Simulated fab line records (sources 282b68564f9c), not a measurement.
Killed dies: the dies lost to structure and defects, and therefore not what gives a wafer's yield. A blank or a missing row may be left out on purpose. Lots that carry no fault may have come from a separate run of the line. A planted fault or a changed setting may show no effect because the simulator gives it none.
Struck lot and sound lot, side by side    flow rit-cmos    14 steps out of a route of 202
Sound: wafers L896.1, L896.2, L896.6. Wafers L885.1, L885.2, L885.5 were the ones struck. Last of all comes the cause.
At each step with rows: each side's tool, then ch and its chambers, then its first start. Under that, the readings that differ: sound wafers    struck wafers    difference of the means    sigmas: that difference in standard deviations of wafers without a fault.
alike: readings whose means differ by less than 2 such deviations, and words and numbers that are the same on both sides. not compared: withheld readings, readings that some wafer has no value for, bounds like >300 that may hide the same value, and numbers for which the record gives no deviation and whose values overlap.
Wherever a step has rows on one side only, a row that says differs or no value, or a row with sigmas, the two part there. Numbers that don't overlap but have no deviation are shown without sigmas and don't part them. A reading that every wafer of one side lacks parts them only if that side has two wafers or more.

first, 1 step without rows for these wafers: RIT_GATE_HARDBAKE_18 (time 60 s).
RIT_GATE_ETCH_19: etches poly-Si in SF6/CHF3/O2, stops on SiO2, time 165 s, target depth 312.5 nm.
  sound on rie-si-01 ch 0,1,3, day 6 07:04; struck on rie-si-02 ch 1,2, day 3 22:59
  alike: SF6_flow_sccm, drypump-motor-current-A, oes-product-au, throttle-valve-pct
  not compared: rf-hours-counter-h
RIT_GATE_STRIP_20: strips in O2, time 180 s.
  sound on plasma-asher-01 ch 0,1, day 6 07:11; struck on plasma-asher-04 ch 0,1, day 3 23:05
  alike: drypump-motor-current-A, o2-flow-sccm
  not compared: rf-hours-counter-h
RIT_GATE_CD_MEAS_90: the cd target is 150 nm.
  sound on cd-sem-02 at day 6 07:21; struck on cd-sem-01 at day 3 23:16
  alike: cd-nm
then, 4 steps without rows for these wafers: RIT_REOX_CLEAN_00 (cleans in SC1, time 600 s); RIT_REOX_CLEAN_01 (cleans in dHF, time 30 s); RIT_REOX_CLEAN_02 (cleans in SC2, time 600 s); RIT_REOX_OXIDATION_03 (target thk 25.2 nm, ox time 5580 s).
RIT_REOX_THK_MEAS_04:
  sound on film-metro-02 at day 6 10:38; struck on film-metro-01 at day 4 02:35
  alike: REOX_OXIDE_THK
then, 3 steps without rows for these wafers: RIT_NLDD_HMDS_00 (prime time 60 s); RIT_NLDD_COAT_01 (resist thk 1000 nm); RIT_NLDD_SOFTBAKE_02 (time 60 s).
RIT_NLDD_EXPOSE_03: exposes mask M7, target cd 40700 nm.
  sound on iline-stepper-01 ch 0, day 6 11:13; struck on iline-stepper-02, day 4 03:13
  no value came back on the struck wafers for exposure-dose-mJ-cm2, focus-offset-nm (nm); on the sound wafers exposure-dose-mJ-cm2 reads 250.30 249.90 249.73
  alike: mask
after that, 1 step had no rows for these wafers: RIT_NLDD_PEB_04.

WHERE THEY PART
Within this record, at RIT_NLDD_EXPOSE_03 only.

WHY: what the simulator had put in
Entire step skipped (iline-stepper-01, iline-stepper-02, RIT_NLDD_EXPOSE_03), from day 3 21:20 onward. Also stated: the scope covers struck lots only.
